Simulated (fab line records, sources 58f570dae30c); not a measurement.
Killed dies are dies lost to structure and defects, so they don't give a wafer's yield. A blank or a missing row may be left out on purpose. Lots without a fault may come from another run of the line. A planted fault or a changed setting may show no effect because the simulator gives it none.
Which tool did it? | flow berkeley_cmos170 | 13 lots, 37 wafers sampled, at 6 steps of a route of 331

WHAT THE GAUGES READ, wafer by wafer
UCB170_SDANNEAL_RS_MEAS_03: measures by four-point-probe. Usual: NSD_RS 37.25 ohm/sq, standard deviation 0.092.
lot  | measured     | on            | NSD_RS (ohm/sq)   | flag
L618 | day 7 04:53  | film_metro-03 | 37.20 37.14 37.14 |
L620 | day 7 14:18  | film_metro-02 | 37.14 37.08 37.14 |
L622 | day 7 21:46  | film_metro-01 | 37.35 37.45 37.37 |
L623 | day 8 13:47  | film_metro-01 | 37.17 37.20 37.28 |
L625 | day 8 18:27  | film_metro-01 | 37.13 37.15 37.15 |
L626 | day 8 18:53  | film_metro-03 | 37.28 37.24 37.15 |
L628 | day 9 16:56  | film_metro-01 | 37.44 37.34 37.30 |
L629 | day 9 21:46  | film_metro-03 | 37.28 37.33 37.19 |
L631 | day 10 04:32 | film_metro-01 | 37.31 37.36 37.34 |
L632 | day 10 04:42 | film_metro-02 | 37.09 37.14 37.10 |
L634 | day 10 09:49 | film_metro-03 | 37.31 37.31 37.34 |
L633 | day 10 10:06 | film_metro-02 | 37.29 37.27 37.28 |
L637 | day 11 02:08 | film_metro-03 | 37.30             |

UCB170_M1_RS_MEAS_01: measures by four-point-probe. Usual: M1_AL_RS 0.0486 ohm/sq, standard deviation 0.00056.
lot  | measured     | on            | M1_AL_RS (ohm/sq)    | flag
L618 | day 7 10:16  | film_metro-02 | 0.0471 0.0471 0.0474 |
L620 | day 7 20:49  | film_metro-03 | 0.0483 0.0478 0.0479 |
L622 | day 8 04:01  | film_metro-03 | 0.0485 0.0481 0.0489 |
L623 | day 8 19:22  | film_metro-03 | 0.0495 0.0497 0.0494 |
L625 | day 9 01:41  | film_metro-01 | 0.0488 0.0487 0.0484 |
L626 | day 9 01:43  | film_metro-03 | 0.0480 0.0479 0.0483 |
L628 | day 9 22:55  | film_metro-02 | 0.0486 0.0496 0.0498 |
L629 | day 10 05:45 | film_metro-02 | 0.0491 0.0486 0.0489 |
L631 | day 10 09:49 | film_metro-01 | 0.0495 0.0489 0.0491 |
L632 | day 10 10:19 | film_metro-01 | 0.0485 0.0484 0.0489 |
L634 | day 10 15:20 | film_metro-01 | 0.0487 0.0489 0.0484 |
L633 | day 10 15:57 | film_metro-03 | 0.0488 0.0488 0.0490 |
L637 | day 11 08:57 | film_metro-01 | 0.0484               |

UCB170_M2_RS_MEAS_02: measures by four-point-probe. Usual: M2_AL_RS 0.0322 ohm/sq, standard deviation 0.00038.
lot  | measured     | on            | M2_AL_RS (ohm/sq)    | flag
L618 | day 7 21:03  | film_metro-04 | 0.0316 0.0315 0.0316 |
L620 | day 8 06:49  | film_metro-01 | 0.0319 0.0321 0.0319 |
L622 | day 8 15:42  | film_metro-04 | 0.0319 0.0317 0.0319 |
L623 | day 9 04:07  | film_metro-04 | 0.0319 0.0324 0.0320 |
L625 | day 9 09:54  | film_metro-04 | 0.0310 0.0312 0.0317 |
L626 | day 9 10:17  | film_metro-03 | 0.0326 0.0326 0.0326 |
L628 | day 10 09:08 | film_metro-04 | 0.0329 0.0326 0.0326 |
L629 | day 10 13:55 | film_metro-04 | 0.0322 0.0326 0.0325 |
L631 | day 10 19:04 | film_metro-04 | 0.0325 0.0325 0.0325 |
L632 | day 10 19:36 | film_metro-01 | 0.0322 0.0320 0.0318 |
L634 | day 11 00:49 | film_metro-04 | 0.0321 0.0323 0.0328 |
L633 | day 11 00:39 | film_metro-01 | 0.0328 0.0329 0.0325 |
L637 | day 11 20:14 | film_metro-03 | 0.0349               | OFF

UCB170_M2_THK_MEAS_03: measures by xrf. Usual: M2_AL_THK 886 nm, standard deviation 10.
lot  | measured     | on            | M2_AL_THK (nm) | flag
L618 | day 7 21:10  | film_metro-04 | 894 906 895    |
L620 | day 8 06:56  | film_metro-01 | 889 896 896    |
L622 | day 8 15:49  | film_metro-04 | 891 898 887    |
L623 | day 9 04:13  | film_metro-04 | 883 879 879    |
L625 | day 9 10:01  | film_metro-04 | 912 906 892    |
L626 | day 9 10:23  | film_metro-03 | 882 878 881    |
L628 | day 10 09:15 | film_metro-04 | 871 872 868    |
L629 | day 10 14:02 | film_metro-04 | 885 869 873    |
L631 | day 10 19:11 | film_metro-04 | 871 873 872    |
L632 | day 10 19:43 | film_metro-01 | 892 896 905    |
L634 | day 11 00:56 | film_metro-04 | 886 870 859    |
L633 | day 11 00:46 | film_metro-01 | 874 875 887    |
L637 | day 11 20:18 | film_metro-03 | 818            | OFF

WHICH TOOL RAN EACH LOT (tool, then ch and the chambers of the sampled wafers, then the start)
lot  | UCB170_CONTACT_STRIP_06              | UCB170_M2_SPUTTER_01
L618 | plasma_asher-04 ch 0,1, day 7 08:10  | pvd_sputter-01, day 7 20:58
L620 | plasma_asher-04 ch 0,1, day 7 17:38  | pvd_sputter-01, day 8 06:44
L622 | plasma_asher-03 ch 0,1, day 8 01:48  | pvd_sputter-01, day 8 15:37
L623 | plasma_asher-02 ch 0,1, day 8 17:20  | pvd_sputter-02, day 9 04:00
L625 | plasma_asher-02 ch 0,1, day 8 23:05  | pvd_sputter-02, day 9 09:49
L626 | plasma_asher-04 ch 0,1, day 8 23:19  | pvd_sputter-04, day 9 10:11
L628 | plasma_asher-03 ch 0,1, day 9 20:38  | pvd_sputter-04, day 10 09:03
L629 | plasma_asher-02 ch 1, day 10 03:40   | pvd_sputter-04, day 10 13:50
L631 | plasma_asher-03 ch 0,1, day 10 07:44 | pvd_sputter-02, day 10 18:59
L632 | plasma_asher-04 ch 0,1, day 10 08:22 | pvd_sputter-01, day 10 19:31
L634 | plasma_asher-03 ch 0,1, day 10 13:09 | pvd_sputter-01, day 11 00:44
L633 | plasma_asher-04 ch 0,1, day 10 13:36 | pvd_sputter-04, day 11 00:34
L637 | plasma_asher-03 ch 0, day 11 06:25   | pvd_sputter-01, day 11 20:05
- UCB170_CONTACT_STRIP_06: strips in O2.
- UCB170_M2_SPUTTER_01: material Al, target thk 900 nm, time 120 s.

WHAT THE TOOLS THEMSELVES READ (means of the sampled wafers that have a number; where no wafer has one, the mark that the record gives instead)
UCB170_CONTACT_STRIP_06. Usual: drypump_motor_current_A 5.74 A, standard deviation 0.16; oes_product_au 0.734 a.u., standard deviation 0.0048; strip_time_to_endpoint_s 21.99 s, standard deviation 0.054.
lot  | tool            | drypump_motor_current_A (A) | oes_product_au (a.u.) | strip_time_to_endpoint_s (s) | flag
L618 | plasma_asher-04 | 5.84                        | 0.733                 | 21.86                        |
L620 | plasma_asher-04 | 5.88                        | 0.736                 | 21.98                        |
L622 | plasma_asher-03 | 5.73                        | 0.732                 | 22.00                        |
L623 | plasma_asher-02 | 5.70                        | 0.739                 | 21.95                        |
L625 | plasma_asher-02 | 5.70                        | 0.732                 | 21.98                        |
L626 | plasma_asher-04 | 5.82                        | 0.729                 | 22.03                        |
L628 | plasma_asher-03 | 5.58                        | 0.735                 | 21.97                        |
L629 | plasma_asher-02 | 5.80                        | 0.732                 | 22.00                        |
L631 | plasma_asher-03 | 5.72                        | 0.735                 | 22.02                        |
L632 | plasma_asher-04 | 5.83                        | 0.740                 | 22.06                        |
L634 | plasma_asher-03 | 5.59                        | 0.736                 | 22.03                        |
L633 | plasma_asher-04 | 5.89                        | 0.734                 | 22.04                        |
L637 | plasma_asher-03 | 5.86                        | 0.738                 | 21.94                        |

UCB170_M2_SPUTTER_01. Usual: cathode_dc_power_W 6000.0 W, standard deviation 1.1; throttle_valve_pct 30.3 %, standard deviation 0.78.
lot  | tool           | cathode_dc_power_W (W) | throttle_valve_pct (%) | flag
L618 | pvd_sputter-01 | 5999.3                 | 30.6                   |
L620 | pvd_sputter-01 | 5999.6                 | 30.7                   |
L622 | pvd_sputter-01 | 6000.0                 | 30.8                   |
L623 | pvd_sputter-02 | 5999.3                 | 30.3                   |
L625 | pvd_sputter-02 | 6000.7                 | 30.2                   |
L626 | pvd_sputter-04 | 6000.2                 | 30.1                   |
L628 | pvd_sputter-04 | 5999.9                 | 29.4                   |
L629 | pvd_sputter-04 | 5999.3                 | 29.7                   |
L631 | pvd_sputter-02 | 6000.0                 | 29.6                   |
L632 | pvd_sputter-01 | 5999.4                 | 31.0                   |
L634 | pvd_sputter-01 | 5999.0                 | 30.8                   |
L633 | pvd_sputter-04 | 5999.5                 | 30.0                   |
L637 | pvd_sputter-01 | 5578.7                 | 30.5                   | OFF

THE ANSWER, worked out from the rows above alone
Rule: a lot is off if the mean of its wafers that have a number lies more than 3 standard deviations from the usual mean. A lot without any number at a reading at which 4 lots or more have one is off too. The other lots that the step has rows for count as sound. The gauges are gone through in route order, then the tools' own readings, and for those a lot's mean is taken as printed above. The first step at which some lot is off is used, and at that step the reading that is off furthest; a lot without a number counts as furthest.
Off: L637, at UCB170_M2_RS_MEAS_02 (M2_AL_RS).
A tool fits if, at a process step before that reading, it ran every lot that is off, and no sound lot after the first of them. The gauges at UCB170_M2_RS_MEAS_02 aren't tried: what is off there is off at UCB170_M2_SPUTTER_01 too, on other tools, and a gauge's error can't cause that. Can't be told from this: 2 tools fit, plasma_asher-03 at UCB170_CONTACT_STRIP_06, pvd_sputter-01 at UCB170_M2_SPUTTER_01.

WHAT THE SIMULATOR HAD PUT IN
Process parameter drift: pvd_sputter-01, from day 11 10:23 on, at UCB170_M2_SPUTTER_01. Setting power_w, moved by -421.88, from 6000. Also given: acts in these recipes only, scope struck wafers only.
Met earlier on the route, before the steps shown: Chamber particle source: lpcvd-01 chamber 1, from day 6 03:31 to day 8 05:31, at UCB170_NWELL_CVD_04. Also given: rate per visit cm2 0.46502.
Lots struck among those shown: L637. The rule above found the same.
